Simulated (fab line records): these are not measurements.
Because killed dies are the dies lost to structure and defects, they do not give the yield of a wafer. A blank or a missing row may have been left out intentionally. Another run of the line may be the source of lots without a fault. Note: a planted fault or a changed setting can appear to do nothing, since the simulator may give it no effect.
Comparing a struck lot with a sound one || flow ritCmos || 14 steps out of a route of 202
Sound: these wafers, L525.4, L525.5, L525.6. Struck: wafers L518.1, L518.2, L518.4. At the end, the cause is stated.
Each step with rows lists, per side, the tool, then ch with its chambers, then its first start. Under that, the readings that differ: sound wafers || struck wafers || difference of the means || sigmas: that difference in standard deviations of wafers without a fault.
alike: words and numbers the same on both sides, and readings whose means are apart by under 2 such deviations; not compared: readings that were withheld, readings missing a value for some wafer, numbers with overlapping values and no deviation given by the record, and bounds like >300 which may hide the same value.
The two part at a step that has a row with sigmas, a row that says differs or no value, or rows on one side only. Non-overlapping numbers with no deviation appear without sigmas and do not part them. A reading missing from all wafers of one side parts the sides only when that side holds two or more wafers.

RIT_SILICIDE_SPUTTER_01: material Ti, target thk 30 nm, time 240 s.
  sound: pvdSputter-01 at day 7 01:38; struck: pvdSputter-03 at day 5 12:48
  alike: throttleValvePct
RIT_SILICIDE_RS_MEAS_02: uses a four-point probe to measure.
  sound: filmMetro-04 at day 7 01:50; struck: filmMetro-03 at day 5 12:57
  alike: SILICIDE_TI_RS
RIT_SILICIDE_THK_MEAS_03: measures by xrf.
  sound: filmMetro-04 at day 7 01:56; struck: filmMetro-03 at day 5 13:04
  alike: SILICIDE_TI_THK
RIT_SILICIDE_RTA_04: time 10 s, ramp up 5 s, ramp down 5 s.
  sound on rtpAnneal-02 ch 0, day 7 01:59; struck on rtpAnneal-01 ch 0, day 5 13:08
  alike: wafer_temp_C_max
then, 1 step without rows for these wafers: RIT_SILICIDE_WET_ETCH_05 (etches Ti in SPM, time 120 s).
RIT_SILICIDE_RTA_06: time 10 s, ramp up 5 s, ramp down 10 s.
  sound on rtpAnneal-01 ch 0, day 7 02:06; struck on rtpAnneal-02 ch 0, day 5 13:14
  alike: wafer_temp_C_max
RIT_CONTACT_CVD_00: deposits SiO2 from TEOS, target thk 400 nm, time 61 s.
  sound on pecvd-01 ch 0,1,2, day 7 02:10; struck on pecvd-04 ch 0,2, day 5 13:18
  alike: heaterPowerW
RIT_CONTACT_THK_MEAS_01:
  sound: filmMetro-03 at day 7 02:13; struck: filmMetro-04 at day 5 13:21
{"reading": "CONTACT_TEOS_THK (nm)", "sound": "402 408 403", "struck": "390 390 394", "difference": -13, "sigmas": -2}
then, 4 steps without rows for these wafers: RIT_CONTACT_HMDS_02 (prime time 60 s); RIT_CONTACT_COAT_03 (resist thk 1000 nm); RIT_CONTACT_SOFTBAKE_04 (time 60 s); RIT_CONTACT_EXPOSE_05 (exposes mask M11, target cd 1000 nm).
RIT_CONTACT_PEB_06:
  sound on lithoTrack-01 ch 0, day 7 03:01; struck on lithoTrack-03, day 5 13:59
{"reading": "exhaustPa (Pa)", "sound": "43.7 44.1 44.1", "struck": "- - -", "difference": "no value on the struck wafers", "sigmas": ""}
  not compared: chillPlateTempC
then, 1 step without rows for these wafers: RIT_CONTACT_DEVELOP_07 (develop time 120 s).

WHERE THEY PART
At RIT_CONTACT_THK_MEAS_01 first; at RIT_CONTACT_PEB_06 last (within this record only).

WHY: the cause the simulator had injected
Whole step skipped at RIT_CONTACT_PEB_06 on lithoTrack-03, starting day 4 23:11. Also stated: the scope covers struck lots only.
